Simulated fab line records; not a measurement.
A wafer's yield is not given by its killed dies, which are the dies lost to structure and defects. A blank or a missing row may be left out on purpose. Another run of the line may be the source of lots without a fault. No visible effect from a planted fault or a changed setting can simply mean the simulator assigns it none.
Which tool did it? ; flow rit cmos ; 15 lots, 45 wafers sampled, at 2 steps of a route of 202

== WHAT THE GAUGES READ, wafer by wafer ==
No reading from a measuring or inspecting step in the record can be judged against a usual standard deviation.

== EACH LOT AND THE TOOL THAT RAN IT (in order: tool; ch and the chambers of the sampled wafers; start) ==
lot;RIT_M1_SOFTBAKE_05;RIT_M1_PROBE_99
L169;litho track-01 ch 0, day 3 10:17;prober-01, day 3 13:32
L170;litho track-01 ch 0, day 3 12:40;prober-02, day 3 15:55
L171;litho track-04 ch 0, day 3 21:48;prober-01, day 4 01:28
L172;litho track-02 ch 0, day 4 00:47;prober-02, day 4 04:02
L173;litho track-01 ch 0, day 4 04:33;prober-01, day 4 07:47
L174;litho track-01 ch 0, day 4 08:51;prober-02, day 4 12:27
L175;litho track-04 ch 0, day 4 13:31;prober-01, day 4 16:59
L176;litho track-04 ch 0, day 4 17:19;prober-02, day 4 20:34
L177;litho track-02 ch 0, day 5 02:08;prober-01, day 5 05:44
L179;litho track-02 ch 0, day 5 12:46;prober-01, day 5 16:19
L180;litho track-02 ch 0, day 5 15:05;prober-02, day 5 18:38
L181;litho track-04 ch 0, day 5 22:27;prober-01, day 6 01:49
L186;litho track-02 ch 0, day 6 20:41;prober-02, day 7 00:05
L187;litho track-02 ch 0, day 7 05:15;prober-01, day 7 08:37
L188;litho track-02 ch 0, day 7 07:17;prober-02, day 7 10:44
- RIT_M1_SOFTBAKE_05: time 60 s.
- RIT_M1_PROBE_99

== AS READ BY THE TOOLS THEMSELVES (means over the sampled wafers that have a number; for cases with no such wafer, the mark the record gives instead) ==
RIT_M1_SOFTBAKE_05. Usual: heater power total W 34.56 W, standard deviation 0.051; plate temp C 90.00 C, standard deviation 0.13.
lot;tool;heater power total W (W);plate temp C (C);flag
L169;litho track-01;34.55;89.96;
L170;litho track-01;34.52;89.91;
L171;litho track-04;34.55;90.05;
L172;litho track-02;34.56;90.01;
L173;litho track-01;34.62;90.04;
L174;litho track-01;34.59;90.10;
L175;litho track-04;34.58;90.07;
L176;litho track-04;34.53;89.89;
L177;litho track-02;34.58;89.89;
L179;litho track-02;34.54;90.07;
L180;litho track-02;34.58;89.95;
L181;litho track-04;34.55;90.07;
L186;litho track-02;35.73;92.04;OFF
L187;litho track-02;35.72;92.24;OFF
L188;litho track-02;35.76;92.07;OFF

RIT_M1_PROBE_99. Usual: defect limited yield 97.4 %, standard deviation 1.2; killed_at_M0_to_M3 0.0, standard deviation 0.18; killed at contacts 0.1, standard deviation 0.32; killed at front end 7, standard deviation 3; killed dies 7, standard deviation 3.1; killed open 3.3, standard deviation 1.8; killed short 3.6, standard deviation 2; sort_bin_3_pad_short 0.1 %, standard deviation 0.22; sort_bin_5_function 1.4 %, standard deviation 0.84; sort_bin_6_memory 1.0 %, standard deviation 0.67; sort n pass 257, standard deviation 3.1; sort yield pct 97.4 %, standard deviation 1.2.
lot;tool;defect limited yield (%);killed_at_M0_to_M3;killed at contacts;killed at front end;killed dies;killed open;killed short;sort_bin_3_pad_short (%);sort_bin_5_function (%);sort_bin_6_memory (%);sort n pass;sort yield pct (%);flag
L169;prober-01;96.7;0.0;0.3;8;9;4.3;4.3;0.0;1.9;1.4;255;96.7;
L170;prober-02;97.0;0.0;0.0;8;8;3.7;4.3;0.0;1.9;1.1;256;97.0;
L171;prober-01;96.5;0.0;0.0;9;9;5.0;4.3;0.0;2.1;1.4;255;96.5;
L172;prober-02;96.3;0.0;0.0;10;10;5.3;4.3;0.1;2.7;0.9;254;96.3;
L173;prober-01;96.1;0.0;0.0;10;10;5.0;5.3;0.4;2.5;1.0;254;96.1;
L174;prober-02;98.3;0.0;0.3;4;4;2.3;2.0;0.0;1.0;0.6;260;98.3;
L175;prober-01;98.6;0.0;0.0;4;4;0.7;3.0;0.0;0.9;0.5;260;98.6;
L176;prober-02;97.0;0.0;0.0;8;8;4.0;4.0;0.3;1.1;1.6;256;97.0;
L177;prober-01;97.4;0.3;0.0;7;7;4.0;2.7;0.0;1.8;0.9;257;97.4;
L179;prober-01;97.2;0.0;0.0;7;7;3.0;4.3;0.3;1.4;1.1;257;97.2;
L180;prober-02;98.0;0.0;0.3;5;5;3.3;2.0;0.0;0.3;1.8;259;98.0;
L181;prober-01;96.6;0.0;0.0;9;9;5.3;3.7;0.1;1.8;1.5;255;96.6;
L186;prober-02;95.8;0.0;0.0;11;11;5.7;5.3;0.0;1.6;2.5;253;95.8;
L187;prober-01;97.7;0.0;0.0;6;6;2.3;3.7;0.1;1.7;0.5;258;97.7;
L188;prober-02;98.0;0.0;0.0;5;5;2.0;3.3;0.0;1.5;0.5;259;98.0;

== THE ANSWER, worked out from the rows above alone ==
Rule: lot off if the mean of its wafers having a number is beyond 3 standard deviations from the usual mean. Also off: a lot with no number at a reading for which 4 or more lots have one. All remaining lots with rows at the step are treated as sound. The gauges are gone through in route order, then the tools' own readings, and for those a lot's mean is taken as printed above. At the first step where some lot is off, the reading lying furthest off is the one used; lots without a number count as furthest.
Off at RIT_M1_SOFTBAKE_05 (heater power total W): L186, L187, L188.
A tool fits if, at that step or a process step before it, it ran every lot that is off, and no sound lot after the first of them. One candidate fits, namely litho track-02 at RIT_M1_SOFTBAKE_05. Its last sound lot is L180 (day 5 15:05), its first lot that is off L186 (day 6 20:41): a fault that began between those two fits.
The tool's own readings at RIT_M1_SOFTBAKE_05 bear it out: on the lots that are off they differ by more than 5 times the standard deviation of the sound lots' means. heater power total W reads 35.74 W there against 34.56 W on the sound lots; plate temp C reads 92.12 C there against 90.00 C on the sound lots.

== WHAT HAD BEEN PUT IN BY THE SIMULATOR ==
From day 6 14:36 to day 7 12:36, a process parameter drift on litho track-02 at RIT_M1_SOFTBAKE_05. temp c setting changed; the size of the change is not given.
Struck lots among those shown: L186, L187, L188. The rule above reached the same finding.
